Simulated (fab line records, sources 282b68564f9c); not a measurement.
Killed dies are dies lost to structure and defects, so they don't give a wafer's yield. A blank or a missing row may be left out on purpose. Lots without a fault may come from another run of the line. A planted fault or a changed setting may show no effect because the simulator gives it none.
Which tool did it? | flow rit_cmos | 7 lots, 21 wafers sampled, at 2 steps of a route of 202

WHAT THE GAUGES READ, wafer by wafer
RIT_FOX1_THK_MEAS_01.
lot  | measured    | on            | FOX1_OXIDE_THK (nm)
L864 | day 1 22:44 | film_metro-03 | 351 358 353
L866 | day 2 08:36 | film_metro-01 | 348 343 349
L868 | day 2 18:02 | film_metro-04 | 353 351 348
L870 | day 3 03:58 | film_metro-01 | 350 348 345
L877 | day 4 14:50 | film_metro-04 | 201 199 201
L879 | day 5 01:00 | film_metro-04 | 351 345 343
L884 | day 6 03:25 | film_metro-03 | 345 347 344

WHICH TOOL RAN EACH LOT (tool, then ch and the chambers of the sampled wafers, then the start)
lot  | RIT_FOX1_OXIDATION_00
L864 | furnace-03 ch 0, day 1 21:24
L866 | furnace-03 ch 0, day 2 07:17
L868 | furnace-03 ch 0, day 2 16:43
L870 | furnace-02 ch 0, day 3 02:39
L877 | furnace-02 ch 0, day 4 13:31
L879 | furnace-01 ch 0, day 4 23:40
L884 | furnace-01 ch 0, day 6 02:07
- RIT_FOX1_OXIDATION_00: target thk 350.7 nm, ox time 1130 s.

THE ANSWER, worked out from the rows above alone
Rule: what is usual is taken from the lots themselves. Put in order of their means at a reading, lots are off if they are a third of the lots or fewer, leave a main group of 4 or more, and stand apart from it by a gap of 3 or more times the standard deviation of the main group's means; of several such gaps the widest counts. A main group whose means are all the same, to the digits that the tables above print for the reading, isn't used. A lot without any number at a reading at which 4 lots or more have one is off too. The other lots that the step has rows for count as sound.
Off: L877, at RIT_FOX1_THK_MEAS_01 (FOX1_OXIDE_THK). The main group: mean 348 nm, standard deviation 3.
A tool fits if, at a process step before that reading, it ran every lot that is off, and no sound lot after the first of them. The gauges at RIT_FOX1_THK_MEAS_01 are tried like those tools. One fits: furnace-02 at RIT_FOX1_OXIDATION_00. Its last sound lot is L870 (day 3 02:39), its first lot that is off L877 (day 4 13:31): a fault that began between those two fits.

WHAT THE SIMULATOR HAD PUT IN
Process parameter drift: furnace-02, from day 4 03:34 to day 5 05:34, at RIT_FOX1_OXIDATION_00. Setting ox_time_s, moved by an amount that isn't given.
Lots struck among those shown: L877. The rule above found the same.
